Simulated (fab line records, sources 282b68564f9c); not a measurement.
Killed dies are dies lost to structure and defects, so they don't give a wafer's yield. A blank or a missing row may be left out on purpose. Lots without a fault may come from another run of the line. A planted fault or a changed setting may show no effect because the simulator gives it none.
A struck lot beside a sound one | flow rit_cmos | 16 steps out of a route of 202
Sound: wafers L285.3, L285.4, L285.6. Struck: wafers L288.1, L288.4, L288.5. The cause comes at the end.
At each step with rows: each side's tool, then ch and its chambers, then its first start. Under that, the readings that differ: sound wafers | struck wafers | difference of the means | sigmas: that difference in standard deviations of wafers without a fault.
alike: readings whose means differ by less than 2 such deviations, and words and numbers that are the same on both sides. not compared: withheld readings, readings that some wafer has no value for, bounds like >300 that may hide the same value, and numbers for which the record gives no deviation and whose values overlap.
The two part at a step that has a row with sigmas, a row that says differs or no value, or rows on one side only. Numbers that don't overlap but have no deviation are shown without sigmas and don't part them. A reading that every wafer of one side lacks parts them only if that side has two wafers or more.

first, 4 steps without rows for these wafers: RIT_ACTIVE_SOFTBAKE_07 (time 60 s); RIT_ACTIVE_EXPOSE_08 (exposes mask M1, target cd 1400 nm); RIT_ACTIVE_PEB_09; RIT_ACTIVE_DEVELOP_10 (develop time 52.49 s).
RIT_ACTIVE_CD_MEAS_11: target cd 1400 nm.
  sound on cd_sem-02, day 2 16:53; struck on cd_sem-01, day 3 06:47
  alike: cd_nm
then, 1 step without rows for these wafers: RIT_ACTIVE_HARDBAKE_12 (time 60 s).
RIT_ACTIVE_ETCH_13: etches Si3N4 in SF6, stops on SiO2, time 210 s, target depth 210 nm.
  sound on rie_diel-03 ch 1,2, day 2 17:08; struck on rie_diel-02 ch 0,1,2, day 3 07:03
  alike: drypump_motor_current_A, oes_product_au, throttle_valve_pct
  not compared: rf_hours_counter_h
RIT_ACTIVE_STRIP_14: strips in O2, time 180 s.
  sound on plasma_asher-03 ch 0,1, day 2 17:20; struck on plasma_asher-02 ch 0,1, day 3 07:11
  alike: drypump_motor_current_A
  not compared: rf_hours_counter_h
RIT_ACTIVE_CD_MEAS_90: target cd 1400 nm.
  sound on cd_sem-01, day 2 17:29; struck on cd_sem-01, day 3 07:22
  alike: cd_nm
then, 3 steps without rows for these wafers: RIT_ACTIVE_CLEAN_15 (cleans in SC1, time 600 s); RIT_ACTIVE_CLEAN_16 (cleans in dHF, time 30 s); RIT_ACTIVE_CLEAN_17 (cleans in SC2, time 600 s).
RIT_FOX1_OXIDATION_00: target thk 350.7 nm, ox time 1130 s.
  sound on furnace-01 ch 0, day 2 19:08; struck on furnace-03 ch 0, day 3 07:51
  reading                                     | sound                | struck               | difference | sigmas
  spike_tc_centre_C (C)                       | 1102.2 1102.5 1100.7 | 1075.9 1076.1 1076.4 | -25.7      | -18
  spike_tc_load_C (C)                         | 1125.8 1127.1 1126.6 | 1103.1 1102.8 1103.1 | -23.5      | -16
  spike_tc_source_C (C)                       | 1125 1125 1124       | 1099 1099 1099       | -26        | -6
  tube_center_temp_C (C)                      | 1100 1100.1 1100     | 1075 1075 1075       | -25        | -99 or more
  tube_center_temp_C_max                      | 1102.7 1102.9 1103.2 | 1079.1 1078.2 1078.1 | -24.5      | -56
  model.SiO2_of_FOX1_OXIDATION_00.thk_nm (nm) | 352.6 353.9 350.4    | 306.1 306.1 306.4    | -46.1      |
  alike: zone_power_load_pct
RIT_FOX1_THK_MEAS_01:
  sound on film_metro-03, day 2 20:28; struck on film_metro-01, day 3 09:10
  reading             | sound       | struck      | difference | sigmas
  FOX1_OXIDE_THK (nm) | 352 354 350 | 306 306 306 | -46        | -5
then, 1 step without rows for these wafers: RIT_FOX1_WET_ETCH_02 (etches SiO2 in BOE, target depth 350 nm, time 390 s).
RIT_M1_PROBE_99:
  sound on prober-01, day 4 17:23; struck on prober-02, day 5 03:27
  reading                             | sound          | struck         | difference | sigmas
  model.etest.nplus_sal.width_nm (nm) | 3419 3445 3426 | 3488 3500 3507 | +68        |
  model.etest.pplus_sal.width_nm (nm) | 3428 3483 3419 | 3500 3498 3501 | +56        |
  model.etest.pldd.width_nm (nm)      | 3172 3183 3182 | 3225 3211 3219 | +39        |
  model.etest.nldd.width_nm (nm)      | 3167 3171 3180 | 3216 3223 3192 | +38        |
  alike: killed_at_contacts, killed_at_front_end, killed_dies, killed_open, killed_short

WHERE THEY PART
First at RIT_FOX1_OXIDATION_00; last, within this record, at RIT_FOX1_THK_MEAS_01. Later steps at which nothing parts them and some readings are alike: RIT_M1_PROBE_99.

WHY: what the simulator had put in
Process parameter drift: furnace-03, from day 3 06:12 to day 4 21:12, at RIT_FOX1_OXIDATION_00. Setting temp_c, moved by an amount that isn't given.
